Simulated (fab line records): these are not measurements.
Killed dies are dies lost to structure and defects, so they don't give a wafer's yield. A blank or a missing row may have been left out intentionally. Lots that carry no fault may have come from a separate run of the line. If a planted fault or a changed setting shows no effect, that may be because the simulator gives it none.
Which tool did it? :: flow berkeleyCmos170 :: 6 lots, 18 wafers sampled, at 4 steps of a route of 331

== WHAT THE GAUGES SHOWED, per wafer ==
UCB170_NSD_TW_MEAS_10.
lot: L872
measured: day 6 19:38
on: filmMetro-04
NSD_TW: 4229 4189 4198

lot: L875
measured: day 7 06:49
on: filmMetro-03
NSD_TW: 4136 4143 4122

lot: L878
measured: day 8 04:11
on: filmMetro-04
NSD_TW: 30 30 30 30 30 30

lot: L887
measured: day 10 07:21
on: filmMetro-01
NSD_TW: 4178 4197 4208

lot: L889
measured: day 10 17:59
on: filmMetro-03
NSD_TW: 4144 4109 4140

lot: L891
measured: day 10 22:05
on: filmMetro-04
NSD_TW: 4215 4203 4213

== WHICH TOOL RAN EACH LOT (tool, then ch and the chambers of the sampled wafers, then the start) ==
lot: L872
UCB170_NLDD_STRIP_10: plasmaAsher-02 ch 1, day 6 11:10
UCB170_PSD_STRIP_09: plasmaAsher-01 ch 0,1, day 6 17:25
UCB170_NSD_STRIP_09: plasmaAsher-02 ch 0,1, day 6 19:32

lot: L875
UCB170_NLDD_STRIP_10: plasmaAsher-01 ch 0,1, day 6 20:03
UCB170_PSD_STRIP_09: plasmaAsher-02 ch 0,1, day 7 04:43
UCB170_NSD_STRIP_09: plasmaAsher-03 ch 0,1, day 7 06:43

lot: L878
UCB170_NLDD_STRIP_10: plasmaAsher-04 ch 0,1, day 7 19:00
UCB170_PSD_STRIP_09: plasmaAsher-03 ch 0,1, day 8 02:02
UCB170_NSD_STRIP_09: plasmaAsher-02 ch 0,1, day 8 04:04

lot: L887
UCB170_NLDD_STRIP_10: plasmaAsher-01 ch 0,1, day 9 22:24
UCB170_PSD_STRIP_09: plasmaAsher-03 ch 0,1, day 10 03:42
UCB170_NSD_STRIP_09: plasmaAsher-03 ch 0,1, day 10 07:16

lot: L889
UCB170_NLDD_STRIP_10: plasmaAsher-04 ch 1, day 10 09:35
UCB170_PSD_STRIP_09: plasmaAsher-01 ch 0,1, day 10 15:53
UCB170_NSD_STRIP_09: plasmaAsher-03 ch 0,1, day 10 17:53

lot: L891
UCB170_NLDD_STRIP_10: plasmaAsher-02 ch 0,1, day 10 14:33
UCB170_PSD_STRIP_09: plasmaAsher-03 ch 0,1, day 10 19:08
UCB170_NSD_STRIP_09: plasmaAsher-02 ch 0,1, day 10 21:59
- UCB170_NLDD_STRIP_10: strips in O2.
- UCB170_PSD_STRIP_09: strips in O2.
- UCB170_NSD_STRIP_09: strips in O2.

== THE ANSWER, worked out from the rows above alone ==
Rule: the lots themselves supply what counts as usual. The widest of any qualifying gaps counts: lots, ordered by their means at a reading, are off when they make up no more than a third of the lots, leave a main group of 4 or more, and stand apart from it by 3 or more times the standard deviation of that group's means. A main group is skipped when, at the precision printed for the reading in the tables above, its means are all equal. A lot without any number at a reading at which 4 lots or more have one is off too. The other lots that the step has rows for count as sound.
Off: at UCB170_NSD_TW_MEAS_10 (NSD_TW), L878. Mean 4175 and standard deviation 35 in the main group.
A tool fits if, at a process step before that reading, it ran every lot that is off, and no sound lot after the first of them. Those tools and the gauges at UCB170_NSD_TW_MEAS_10 are tried in the same way. Of those tried, none fits.

== WHAT THE SIMULATOR PUT IN ==
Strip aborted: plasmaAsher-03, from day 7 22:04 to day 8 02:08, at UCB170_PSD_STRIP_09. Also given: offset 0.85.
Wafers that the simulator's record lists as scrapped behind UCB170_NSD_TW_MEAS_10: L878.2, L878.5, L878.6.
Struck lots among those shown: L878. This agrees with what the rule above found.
